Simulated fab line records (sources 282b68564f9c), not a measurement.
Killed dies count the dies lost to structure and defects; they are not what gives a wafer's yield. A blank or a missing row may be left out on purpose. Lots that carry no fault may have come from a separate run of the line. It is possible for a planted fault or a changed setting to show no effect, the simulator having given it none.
A struck lot beside a sound one || flow rit cmos || 17 out of 202 route steps
Sound: wafers L741.3, L741.4, L741.5. Wafers struck: L736.1, L736.4, L736.5. At the end, the cause is stated.
Order at every step that has rows: each side's tool, ch and its chambers, its first start. Under that, the readings that differ: sound wafers || struck wafers || difference of the means || sigmas: that difference in standard deviations of wafers without a fault.
alike: readings with means less than 2 such deviations apart, plus words and numbers identical on both sides. not compared: withheld readings, readings lacking a value on some wafer, bounds such as >300 that could conceal the same value, and numbers that have no deviation in the record and whose values overlap.
Wherever a step has rows on one side only, a row that says differs or no value, or a row with sigmas, the two part there. When numbers do not overlap yet have no deviation, they are printed without sigmas and do not part them. A reading missing from all wafers of one side parts the sides only when that side holds two or more wafers.

first, 2 steps without rows for these wafers: RIT_SPACER_CLEAN_02 (cleans in SC2, time 600 s); RIT_SPACER_CVD_03 (deposits Si3N4 from SiH2Cl2/NH3, target thk 250 nm, time 3300 s).
RIT_SPACER_THK_MEAS_04:
  sound: film metro-04 at day 6 21:07; struck: film metro-01 at day 5 20:25
  alike: SPACER_NITRIDE_THK
RIT_SPACER_ETCHBACK_05: etches Si3N4 in SF6/CHF3, stops on SiO2, target depth 250 nm, time 230.9 s.
  sound on rie diel-03 ch 2,3, day 6 21:10; struck on rie diel-03 ch 0,1,3, day 5 20:29
  alike: drypump motor current A, oes product au, throttle valve pct
  not compared: rf hours counter h
then, 6 steps without rows for these wafers: RIT_NSD_HMDS_00 (prime time 60 s); RIT_NSD_COAT_01 (resist thk 1000 nm); RIT_NSD_SOFTBAKE_02 (time 60 s); RIT_NSD_EXPOSE_03 (exposes mask M9, target cd 40700 nm); RIT_NSD_PEB_04; RIT_NSD_DEVELOP_05 (develop time 50 s).
RIT_NSD_OVL_MEAS_06:
  sound: overlay-02 at day 6 22:14; struck: overlay-01 at day 5 21:29
  alike: NSD_OVL
then, 1 step without rows for these wafers: RIT_NSD_HARDBAKE_07 (time 60 s).
RIT_NSD_IMPLANT_08:
  sound on implanter-01 ch 0, day 6 22:28; struck on implanter-04 ch 0, day 5 21:40
{"reading": "beam energy keV", "sound": "24.991 24.994 25.010", "struck": "23.518 23.530 23.517", "difference": -1.477, "sigmas": "-99 or more"}
{"reading": "model.implant.rp nm (nm)", "sound": "33.58 33.58 33.58", "struck": "31.07 31.07 31.07", "difference": -2.51, "sigmas": ""}
{"reading": "model.implant.drp nm (nm)", "sound": "14.84 14.84 14.84", "struck": "14.3 14.3 14.3", "difference": -0.5, "sigmas": ""}
RIT_NSD_STRIP_09: strips in O2, time 180 s.
  sound on plasma asher-01 ch 0,1, day 6 22:37; struck on plasma asher-01 ch 0, day 5 21:49
  alike: drypump motor current A, rf refl power W
  not compared: rf hours counter h
RIT_NSD_TW_MEAS_10:
  sound: film metro-04 at day 6 22:45; struck: film metro-03 at day 5 21:59
  alike: NSD_TW
then, 1 step without rows for these wafers: RIT_PSD_HMDS_00 (prime time 60 s).
RIT_M1_PROBE_99:
  sound: prober-01 at day 7 09:01; struck: prober-02 at day 6 08:34
{"reading": "model.etest.contact nplus.end ohm um", "sound": "40.09 39.12 39.66", "struck": "40.61 41.41 42.03", "difference": "+1.73", "sigmas": ""}
  alike: killed at front end, killed dies, killed on rim, killed open, killed short

## WHERE THEY PART
RIT_NSD_IMPLANT_08 only, going by this record. Later steps at which nothing parts them and some readings are alike: RIT_NSD_STRIP_09, RIT_NSD_TW_MEAS_10, RIT_M1_PROBE_99.

WHY: what had been put in by the simulator
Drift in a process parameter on implanter-04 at RIT_NSD_IMPLANT_08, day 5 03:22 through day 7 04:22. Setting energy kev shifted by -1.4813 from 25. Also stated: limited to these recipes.
